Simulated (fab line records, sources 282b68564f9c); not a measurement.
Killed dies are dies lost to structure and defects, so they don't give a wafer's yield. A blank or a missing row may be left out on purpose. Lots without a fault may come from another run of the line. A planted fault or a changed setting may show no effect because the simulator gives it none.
Which tool did it? | flow rit_cmos | 13 lots, 39 wafers sampled, at 6 steps of a route of 202

WHAT THE GAUGES READ, wafer by wafer
RIT_ACTIVE_THK_MEAS_04. Usual: ACTIVE_NITRIDE_THK 150.0 nm, standard deviation 1.4.
lot  | measured    | on            | ACTIVE_NITRIDE_THK (nm) | flag
L379 | day 1 13:32 | film_metro-01 | 150.1 150.3 150.1       |
L380 | day 1 18:32 | film_metro-04 | 149.7 151.0 151.0       |
L381 | day 1 23:33 | film_metro-04 | 148.7 151.1 150.8       |
L382 | day 2 04:32 | film_metro-02 | 149.0 149.4 148.9       |
L383 | day 2 11:34 | film_metro-01 | 151.6 150.4 152.3       |
L384 | day 2 16:08 | film_metro-04 | 149.8 149.3 150.2       |
L385 | day 2 19:33 | film_metro-04 | 149.7 148.4 149.0       |
L386 | day 3 00:37 | film_metro-01 | 150.3 148.8 150.3       |
L387 | day 3 05:32 | film_metro-02 | 151.4 151.0 149.2       |
L391 | day 4 01:32 | film_metro-01 | 151.2 150.8 149.4       |
L392 | day 4 06:32 | film_metro-01 | 149.9 149.7 150.2       |
L395 | day 4 23:09 | film_metro-01 | 130.2 130.9 130.9       | OFF
L396 | day 5 03:42 | film_metro-04 | 128.1 127.2 128.2       | OFF

RIT_ACTIVE_CD_MEAS_11: target cd 1400 nm. Usual: cd_nm 1399.8 nm, standard deviation 2.4.
lot  | measured    | on        | cd_nm (nm)           | flag
L379 | day 1 14:26 | cd_sem-02 | 1400.2 1399.4 1396.9 |
L380 | day 1 19:26 | cd_sem-02 | 1401.6 1400.9 1402.0 |
L381 | day 2 00:29 | cd_sem-01 | 1398.7 1399.2 1399.9 |
L382 | day 2 05:34 | cd_sem-02 | 1399.1 1397.4 1399.8 |
L383 | day 2 12:29 | cd_sem-01 | 1401.5 1402.0 1400.6 |
L384 | day 2 17:03 | cd_sem-01 | 1403.0 1400.9 1400.0 |
L385 | day 2 20:29 | cd_sem-01 | 1398.8 1398.5 1395.1 |
L386 | day 3 01:31 | cd_sem-01 | 1398.5 1397.7 1397.6 |
L387 | day 3 06:26 | cd_sem-02 | 1400.0 1403.7 1402.1 |
L391 | day 4 02:35 | cd_sem-01 | 1404.0 1404.0 1403.9 |
L392 | day 4 07:43 | cd_sem-01 | 1396.5 1396.5 1394.9 |
L395 | day 5 00:04 | cd_sem-02 | 1418.3 1419.6 1418.8 | OFF
L396 | day 5 04:37 | cd_sem-02 | 1417.9 1418.5 1416.8 | OFF

RIT_PRETRO_OVL_MEAS_06. Usual: PRETRO_OVL -1.2 nm, standard deviation 1.5.
lot  | measured    | on         | PRETRO_OVL (nm) | flag
L379 | day 2 07:51 | overlay-01 | -1.2 -0.4 -1.2  |
L380 | day 2 11:19 | overlay-02 | 0.5 -0.9 -1.0   |
L381 | day 2 17:11 | overlay-02 | 1.8 0.4 -1.0    |
L382 | day 2 22:34 | overlay-01 | -2.7 -2.8 -0.6  |
L383 | day 3 04:46 | overlay-02 | 1.5 -0.9 1.1    |
L384 | day 3 09:40 | overlay-01 | -1.5 -3.3 -3.4  |
L385 | day 3 12:15 | overlay-02 | -2.0 0.6 -0.8   |
L386 | day 3 18:40 | overlay-01 | -0.1 -1.8 0.6   |
L387 | day 4 04:53 | overlay-02 | 1.7 0.8 0.6     |
L391 | day 4 19:47 | overlay-01 | -3.3 -0.9 -3.4  |
L392 | day 4 23:44 | overlay-02 | -0.3 -0.6 -1.0  |
L395 | day 5 16:14 | overlay-01 | -3.9 -1.4 -5.8  |
L396 | day 5 21:19 | overlay-02 | 0.4 -0.3 -0.5   |

WHICH TOOL RAN EACH LOT (tool, then ch and the chambers of the sampled wafers, then the start)
lot  | RIT_ACTIVE_CVD_03          | RIT_ACTIVE_ETCH_13                | RIT_ACTIVE_STRIP_14
L379 | lpcvd-01 ch 1, day 1 12:07 | rie_diel-01 ch 0,1,2, day 1 14:43 | plasma_asher-02 ch 0,1, day 1 14:50
L380 | lpcvd-02 ch 1, day 1 17:07 | rie_diel-03 ch 0,1,2, day 1 19:43 | plasma_asher-01 ch 0,1, day 1 19:50
L381 | lpcvd-01 ch 1, day 1 22:07 | rie_diel-03 ch 1,2,3, day 2 00:43 | plasma_asher-03 ch 0,1, day 2 00:54
L382 | lpcvd-01 ch 0, day 2 03:07 | rie_diel-01 ch 0,1,2, day 2 05:50 | plasma_asher-02 ch 0,1, day 2 05:58
L383 | lpcvd-01 ch 0, day 2 09:27 | rie_diel-02 ch 0,1, day 2 12:45   | plasma_asher-01 ch 0,1, day 2 12:53
L384 | lpcvd-01 ch 1, day 2 14:00 | rie_diel-03 ch 1,3, day 2 17:18   | plasma_asher-02 ch 0,1, day 2 17:26
L385 | lpcvd-02 ch 1, day 2 18:07 | rie_diel-01 ch 0,2,3, day 2 20:43 | plasma_asher-02 ch 0,1, day 2 20:54
L386 | lpcvd-01 ch 0, day 2 23:11 | rie_diel-01 ch 0,2,3, day 3 01:47 | plasma_asher-01 ch 0,1, day 3 01:55
L387 | lpcvd-02 ch 0, day 3 04:07 | rie_diel-03 ch 0,2,3, day 3 06:43 | plasma_asher-02 ch 0, day 3 06:50
L391 | lpcvd-01 ch 1, day 4 00:07 | rie_diel-02 ch 2,3, day 4 02:50   | plasma_asher-02 ch 0,1, day 4 02:58
L392 | lpcvd-01 ch 1, day 4 05:07 | rie_diel-02 ch 1,2, day 4 07:59   | plasma_asher-03 ch 0,1, day 4 08:11
L395 | lpcvd-01 ch 0, day 4 21:44 | rie_diel-01 ch 1,2, day 5 00:20   | plasma_asher-02 ch 0,1, day 5 00:28
L396 | lpcvd-01 ch 1, day 5 01:34 | rie_diel-01 ch 0,2,3, day 5 04:53 | plasma_asher-01 ch 0,1, day 5 05:01
- RIT_ACTIVE_CVD_03: deposits Si3N4 from SiH2Cl2/NH3, target thk 150 nm, time 1500 s.
- RIT_ACTIVE_ETCH_13: etches Si3N4 in SF6, stops on SiO2, time 210 s, target depth 210 nm.
- RIT_ACTIVE_STRIP_14: strips in O2, time 180 s.

WHAT THE TOOLS THEMSELVES READ (means of the sampled wafers that have a number; where no wafer has one, the mark that the record gives instead)
RIT_ACTIVE_ETCH_13. Usual: chamber_pressure_mTorr 259.99 mTorr, standard deviation 0.23; drypump_motor_current_A 5.80 A, standard deviation 0.25; oes_product_au 0.823 a.u., standard deviation 0.016; rf_fwd_power_W 124.6 W, standard deviation 0.39; throttle_valve_pct 7.43 %, standard deviation 0.11.
lot  | tool        | chamber_pressure_mTorr (mTorr) | drypump_motor_current_A (A) | oes_product_au (a.u.) | rf_fwd_power_W (W) | throttle_valve_pct (%) | flag
L379 | rie_diel-01 | 260.00                         | 5.79                        | 0.822                 | 124.6              | 7.31                   |
L380 | rie_diel-03 | 260.11                         | 5.86                        | 0.827                 | 124.6              | 7.53                   |
L381 | rie_diel-03 | 259.93                         | 5.83                        | 0.822                 | 124.5              | 7.47                   |
L382 | rie_diel-01 | 260.07                         | 5.78                        | 0.813                 | 124.6              | 7.31                   |
L383 | rie_diel-02 | 259.93                         | 5.60                        | 0.817                 | 124.8              | 7.56                   |
L384 | rie_diel-03 | 260.11                         | 5.86                        | 0.814                 | 124.8              | 7.38                   |
L385 | rie_diel-01 | 259.98                         | 5.79                        | 0.819                 | 124.1              | 7.35                   |
L386 | rie_diel-01 | 260.03                         | 5.78                        | 0.822                 | 124.6              | 7.36                   |
L387 | rie_diel-03 | 259.91                         | 5.64                        | 0.816                 | 124.7              | 7.51                   |
L391 | rie_diel-02 | 260.04                         | 5.97                        | 0.825                 | 124.8              | 7.46                   |
L392 | rie_diel-02 | 259.98                         | 5.84                        | 0.809                 | 124.4              | 7.52                   |
L395 | rie_diel-01 | 260.21                         | 6.04                        | 0.763                 | 124.5              | 7.35                   | OFF
L396 | rie_diel-01 | 259.96                         | 5.79                        | 0.759                 | 124.5              | 7.36                   | OFF

RIT_ACTIVE_STRIP_14. Usual: chamber_pressure_mTorr 4137 mTorr, standard deviation 3.2; drypump_motor_current_A 5.5 A, standard deviation 0.58.
lot  | tool            | chamber_pressure_mTorr (mTorr) | drypump_motor_current_A (A) | flag
L379 | plasma_asher-02 | 4135                           | 6.3                         |
L380 | plasma_asher-01 | 4137                           | 5.0                         |
L381 | plasma_asher-03 | 4140                           | 5.4                         |
L382 | plasma_asher-02 | 4137                           | 6.3                         |
L383 | plasma_asher-01 | 4138                           | 5.0                         |
L384 | plasma_asher-02 | 4138                           | 6.3                         |
L385 | plasma_asher-02 | 4134                           | 6.3                         |
L386 | plasma_asher-01 | 4138                           | 5.2                         |
L387 | plasma_asher-02 | 4136                           | 6.0                         |
L391 | plasma_asher-02 | 4135                           | 6.2                         |
L392 | plasma_asher-03 | 4138                           | 5.2                         |
L395 | plasma_asher-02 | 4139                           | 6.3                         |
L396 | plasma_asher-01 | 4139                           | 5.0                         |

THE ANSWER, worked out from the rows above alone
Rule: a lot is off if the mean of its wafers that have a number lies more than 3 standard deviations from the usual mean. A lot without any number at a reading at which 4 lots or more have one is off too. The other lots that the step has rows for count as sound. The gauges are gone through in route order, then the tools' own readings, and for those a lot's mean is taken as printed above. The first step at which some lot is off is used, and at that step the reading that is off furthest; a lot without a number counts as furthest.
Off: L395, L396, at RIT_ACTIVE_THK_MEAS_04 (ACTIVE_NITRIDE_THK).
A tool fits if, at a process step before that reading, it ran every lot that is off, and no sound lot after the first of them. The gauges at RIT_ACTIVE_THK_MEAS_04 aren't tried: what is off there is off at RIT_ACTIVE_CD_MEAS_11 too, on other tools, and a gauge's error can't cause that. One fits: lpcvd-01 at RIT_ACTIVE_CVD_03. Its last sound lot is L392 (day 4 05:07), its first lot that is off L395 (day 4 21:44): a fault that began between those two fits.

WHAT THE SIMULATOR HAD PUT IN
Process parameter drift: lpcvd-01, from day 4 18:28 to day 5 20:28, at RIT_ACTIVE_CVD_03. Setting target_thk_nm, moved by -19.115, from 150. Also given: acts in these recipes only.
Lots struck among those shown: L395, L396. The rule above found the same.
